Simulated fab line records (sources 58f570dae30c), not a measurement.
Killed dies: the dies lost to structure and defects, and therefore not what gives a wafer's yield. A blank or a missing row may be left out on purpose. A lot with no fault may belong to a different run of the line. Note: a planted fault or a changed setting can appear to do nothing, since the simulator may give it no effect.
Which tool did it?    flow berkeley_cmos170    14 lots with 42 wafers sampled at 2 steps, on a route of 331 steps

WHAT THE GAUGES SHOWED, per wafer
UCB170_SDANNEAL_RS_MEAS_04: the measuring method here is four-point-probe.
lot   measured      on             PLDD_RS (ohm/sq)
L441  day 8 08:16   film_metro-01  1030.8 1033.1 1032.7
L440  day 8 08:16   film_metro-04  1030.9 1026.2 1028.7
L439  day 8 08:32   film_metro-03  1028.5 1030.7 1031.4
L442  day 8 08:51   film_metro-01  1031.9 1033.4 1030.5
L445  day 9 08:11   film_metro-03  1032.2 1033.3 1030.9
L444  day 9 08:59   film_metro-01  1027.2 1023.0 1026.2
L451  day 9 23:34   film_metro-03  1018.2 1018.4 1024.2
L450  day 10 00:03  film_metro-03  1028.6 1029.9 1029.1
L449  day 9 23:47   film_metro-01  1023.8 1022.1 1019.5
L457  day 12 00:47  film_metro-04  1029.7 1029.0 1027.3
L459  day 12 01:17  film_metro-01  1032.3 1033.9 1033.2
L461  day 12 01:43  film_metro-04  1029.5 1029.4 1032.5
L460  day 12 07:47  film_metro-01  1036.1 1035.8 1032.5
L458  day 12 08:34  film_metro-01  1031.0 1026.9 1027.2

WHAT TOOL EACH LOT RAN ON (gives the tool, then ch and the chambers of the sampled wafers, and finally the start)
lot   UCB170_PLDD_IMPLANT_09
L441  implanter-03 ch 0, day 7 18:41
L440  implanter-04 ch 0, day 7 18:52
L439  implanter-04 ch 0, day 7 19:27
L442  implanter-02 ch 0, day 7 19:45
L445  implanter-03 ch 0, day 8 19:31
L444  implanter-02 ch 0, day 8 19:53
L451  implanter-02 ch 0, day 9 09:31
L450  implanter-04 ch 0, day 9 09:32
L449  implanter-02 ch 0, day 9 09:53
L457  implanter-03 ch 0, day 11 11:22
L459  implanter-03 ch 0, day 11 11:52
L461  implanter-04 ch 0, day 11 12:14
L460  implanter-03 ch 0, day 11 15:10
L458  implanter-04 ch 0, day 11 15:28
- UCB170_PLDD_IMPLANT_09

AS READ BY THE TOOLS THEMSELVES (means over the sampled wafers that have a number; for cases with no such wafer, the mark the record gives instead)
UCB170_PLDD_IMPLANT_09.
lot   tool          dose_ions_cm2
L441  implanter-03  5e+13
L440  implanter-04  5e+13
L439  implanter-04  5e+13
L442  implanter-02  5e+13
L445  implanter-03  5e+13
L444  implanter-02  5e+13
L451  implanter-02  5e+13
L450  implanter-04  5e+13
L449  implanter-02  5e+13
L457  implanter-03  5e+13
L459  implanter-03  5e+13
L461  implanter-04  5e+13
L460  implanter-03  5e+13
L458  implanter-04  5e+13

THE ANSWER, worked out from the rows above alone
Rule: what is usual is taken from the lots themselves. The widest of any qualifying gaps counts: lots, ordered by their means at a reading, are off when they make up no more than a third of the lots, leave a main group of 4 or more, and stand apart from it by 3 or more times the standard deviation of that group's means. A main group is skipped when, at the precision printed for the reading in the tables above, its means are all equal. Also off: a lot with no number at a reading for which 4 or more lots have one. Where the step has rows for the other lots, those lots are counted as sound. After the gauges, taken in route order, come the tools' own readings; for these a lot's mean is taken, as printed above. The first step at which some lot is off is used, and at that step the reading that is off furthest; a lot without a number counts as furthest.
None of the lots is off at any reading shown; this tells nothing.

WHAT HAD BEEN PUT IN BY THE SIMULATOR
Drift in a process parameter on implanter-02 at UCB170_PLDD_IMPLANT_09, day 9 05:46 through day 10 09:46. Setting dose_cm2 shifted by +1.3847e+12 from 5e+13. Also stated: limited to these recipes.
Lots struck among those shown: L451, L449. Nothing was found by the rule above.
